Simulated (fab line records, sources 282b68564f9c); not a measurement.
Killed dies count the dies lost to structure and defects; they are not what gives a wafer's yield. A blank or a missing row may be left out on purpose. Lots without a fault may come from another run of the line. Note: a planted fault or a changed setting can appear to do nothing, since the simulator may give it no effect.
Comparing a struck lot with a sound one || flow rit_cmos || 43 steps out of a route of 202
Sound: the wafers L411.1, L411.4, L411.6. Wafers struck: L421.1, L421.3, L421.5. The cause is given at the end.
Order at every step that has rows: each side's tool, ch and its chambers, its first start. Under that, the readings that differ: sound wafers || struck wafers || difference of the means || sigmas: that difference in standard deviations of wafers without a fault.
alike: words and numbers the same on both sides, and readings whose means are apart by under 2 such deviations; not compared: readings that were withheld, readings missing a value for some wafer, numbers with overlapping values and no deviation given by the record, and bounds like >300 which may hide the same value.
The two part at a step that has a row with sigmas, a row that says differs or no value, or rows on one side only. Non-overlapping numbers with no deviation appear without sigmas and do not part them. A reading that every wafer of one side lacks parts them only if that side has two wafers or more.

first, 3 steps without rows for these wafers: RIT_SDANNEAL_CLEAN_00 (cleans in SC1, time 600 s); RIT_SDANNEAL_CLEAN_01 (cleans in dHF, time 30 s); RIT_SDANNEAL_CLEAN_02 (cleans in SC2, time 600 s).
RIT_SDANNEAL_RTA_03: time 5 s.
  sound on rtp_anneal-02 ch 0, day 3 13:01; struck on rtp_anneal-02 ch 0, day 5 10:11
  alike: wafer_temp_C_max
RIT_SDANNEAL_RS_MEAS_04: uses a four-point probe to measure.
  struck on film_metro-04, day 5 10:14; sound on film_metro-04, day 3 13:04
  alike: PSD_RS
RIT_SDANNEAL_RS_MEAS_05: uses a four-point probe to measure.
  struck on film_metro-04, day 5 10:22; sound on film_metro-04, day 3 13:11
  alike: NSD_RS
RIT_SDANNEAL_RS_MEAS_06: uses a four-point probe to measure.
  struck on film_metro-04, day 5 10:29; sound on film_metro-04, day 3 13:19
  alike: PLDD_RS
RIT_SDANNEAL_RS_MEAS_07: uses a four-point probe to measure.
  struck on film_metro-04, day 5 10:36; sound on film_metro-04, day 3 13:26
  alike: NLDD_RS
then, 2 steps without rows for these wafers: RIT_SILICIDE_WET_ETCH_00 (etches SiO2 in BOE, target depth 14 nm, time 15 s); RIT_SILICIDE_SPUTTER_01 (material Ti, target thk 30 nm, time 240 s).
RIT_SILICIDE_RS_MEAS_02: uses a four-point probe to measure.
  struck on film_metro-01, day 5 10:53; sound on film_metro-01, day 3 13:43
  alike: SILICIDE_TI_RS
RIT_SILICIDE_THK_MEAS_03: measures by xrf.
  struck on film_metro-01, day 5 11:00; sound on film_metro-01, day 3 13:50
  alike: SILICIDE_TI_THK
RIT_SILICIDE_RTA_04: time 10 s, ramp up 5 s, ramp down 5 s.
  sound on rtp_anneal-01 ch 0, day 3 13:53; struck on rtp_anneal-01 ch 0, day 5 11:04
  alike: wafer_temp_C_max
then, 1 step without rows for these wafers: RIT_SILICIDE_WET_ETCH_05 (etches Ti in SPM, time 120 s).
RIT_SILICIDE_RTA_06: time 10 s, ramp up 5 s, ramp down 10 s.
  sound on rtp_anneal-02 ch 0, day 3 14:00; struck on rtp_anneal-02 ch 0, day 5 11:10
  alike: wafer_temp_C_max
RIT_CONTACT_CVD_00: deposits SiO2 from TEOS, target thk 400 nm, time 61 s.
  sound on pecvd-02 ch 0,2, day 3 14:04; struck on pecvd-01 ch 0,1, day 5 11:14
  alike: heater_power_w, susceptor_temp_C
RIT_CONTACT_THK_MEAS_01:
  struck on film_metro-03, day 5 11:17; sound on film_metro-02, day 3 14:07
  alike: CONTACT_TEOS_THK
then, 6 steps without rows for these wafers: RIT_CONTACT_HMDS_02 (prime time 60 s); RIT_CONTACT_COAT_03 (resist thk 1000 nm); RIT_CONTACT_SOFTBAKE_04 (time 60 s); RIT_CONTACT_EXPOSE_05 (exposes mask M11, target cd 1000 nm); RIT_CONTACT_PEB_06; RIT_CONTACT_DEVELOP_07 (develop time 120 s).
RIT_CONTACT_CD_MEAS_08: target cd 1000 nm.
  struck on cd_sem-01, day 5 12:26; sound on cd_sem-01, day 3 15:16
  alike: cd_nm
RIT_CONTACT_OVL_MEAS_09:
  struck on overlay-02, day 5 12:34; sound on overlay-02, day 3 15:23
  alike: CONTACT_OVL
then, 1 step without rows for these wafers: RIT_CONTACT_HARDBAKE_10 (time 60 s).
RIT_CONTACT_ETCH_11: etches SiO2 in CHF3/CF4/Ar, stops on TiSi2, target depth 480 nm, time 320 s.
  sound on rie_diel-03 ch 0,3, day 3 15:34; struck on rie_diel-02 ch 0,1, day 5 12:45
  alike: drypump_motor_current_A, oes_product_au, throttle_valve_pct
  not compared: rf_hours_counter_h
RIT_CONTACT_STRIP_12: strips in O2, time 180 s.
  sound on plasma_asher-04 ch 0,1, day 3 15:46; struck on plasma_asher-02 ch 0,1, day 5 12:56
  alike: drypump_motor_current_A
  not compared: rf_hours_counter_h
RIT_CONTACT_CD_MEAS_90: target cd 1000 nm.
  struck on cd_sem-01, day 5 13:07; sound on cd_sem-01, day 3 15:56
  alike: cd_nm
then, 3 steps without rows for these wafers: RIT_CONTACT_CLEAN_13 (cleans in SC1, time 600 s); RIT_CONTACT_CLEAN_14 (cleans in SC2, time 600 s); RIT_M1_SPUTTER_00 (material Al, target thk 400 nm, time 500 s).
RIT_M1_RS_MEAS_01: uses a four-point probe to measure.
  struck on film_metro-04, day 5 13:54; sound on film_metro-04, day 3 16:42
{"reading": "M1_AL_RS (ohm/sq)", "sound": "0.0746 0.0745 0.0747", "struck": "0.0723 0.0730 0.0719", "difference": -0.0022, "sigmas": -3}
RIT_M1_THK_MEAS_02: measures by xrf.
  struck on film_metro-04, day 5 14:01; sound on film_metro-04, day 3 16:49
{"reading": "M1_AL_THK (nm)", "sound": "394 397 395", "struck": "406 403 410", "difference": "+11", "sigmas": "+2"}
then, 6 steps without rows for these wafers: RIT_M1_HMDS_03 (prime time 60 s); RIT_M1_COAT_04 (resist thk 1300 nm); RIT_M1_SOFTBAKE_05 (time 60 s); RIT_M1_EXPOSE_06 (exposes mask M12, target cd 2600 nm); RIT_M1_PEB_07; RIT_M1_DEVELOP_08 (develop time 68 s).
RIT_M1_CD_MEAS_09: target cd 2600 nm.
  struck on cd_sem-01, day 5 14:58; sound on cd_sem-01, day 3 17:55
  alike: cd_nm
RIT_M1_OVL_MEAS_10:
  struck on overlay-02, day 5 15:05; sound on overlay-01, day 3 18:02
  alike: M1_OVL
RIT_M1_PROBE_99:
  struck on prober-01, day 5 18:43; sound on prober-01, day 3 21:44
{"reading": "model.etest.npoly_line.line_ohm_um", "sound": "171.3 171.6 171", "struck": "155.6 157.4 150.1", "difference": -16.9, "sigmas": ""}
{"reading": "model.etest.ppoly_line.line_ohm_um", "sound": "166.3 165.1 167.1", "struck": "151.2 149.9 144.8", "difference": -17.5, "sigmas": ""}
{"reading": "model.etest.contact_pplus.end_ohm_um", "sound": "43.15 42.56 43.22", "struck": "46.33 46.94 47.49", "difference": "+3.94", "sigmas": ""}
{"reading": "model.etest.contact_nplus.end_ohm_um", "sound": "42.51 43.43 42.6", "struck": "46.51 46.44 47.15", "difference": "+3.85", "sigmas": ""}
{"reading": "model.etest.npoly_line.rs_ohm_sq", "sound": "17.1 17.02 17.13", "struck": "15.95 15.86 15.77", "difference": -1.22, "sigmas": ""}
{"reading": "model.etest.ppoly_line.rs_ohm_sq", "sound": "16.71 16.66 16.73", "struck": "15.56 15.46 15.35", "difference": -1.24, "sigmas": ""}
{"reading": "model.etest.npoly_sal.rs_ohm_sq", "sound": "4.421 4.336 4.395", "struck": "4.026 4.031 3.948", "difference": -0.382, "sigmas": ""}
{"reading": "model.etest.ppoly_sal.rs_ohm_sq", "sound": "4.393 4.326 4.331", "struck": "3.982 3.979 3.925", "difference": -0.388, "sigmas": ""}
  alike: killed_at_front_end, killed_dies, killed_open, killed_short

## WHERE THEY PART
Earliest at RIT_M1_RS_MEAS_01; latest, in this record, at RIT_M1_THK_MEAS_02. Later steps at which nothing parts them and some readings are alike: RIT_M1_CD_MEAS_09, RIT_M1_OVL_MEAS_10, RIT_M1_PROBE_99.

WHY: what had been put in by the simulator
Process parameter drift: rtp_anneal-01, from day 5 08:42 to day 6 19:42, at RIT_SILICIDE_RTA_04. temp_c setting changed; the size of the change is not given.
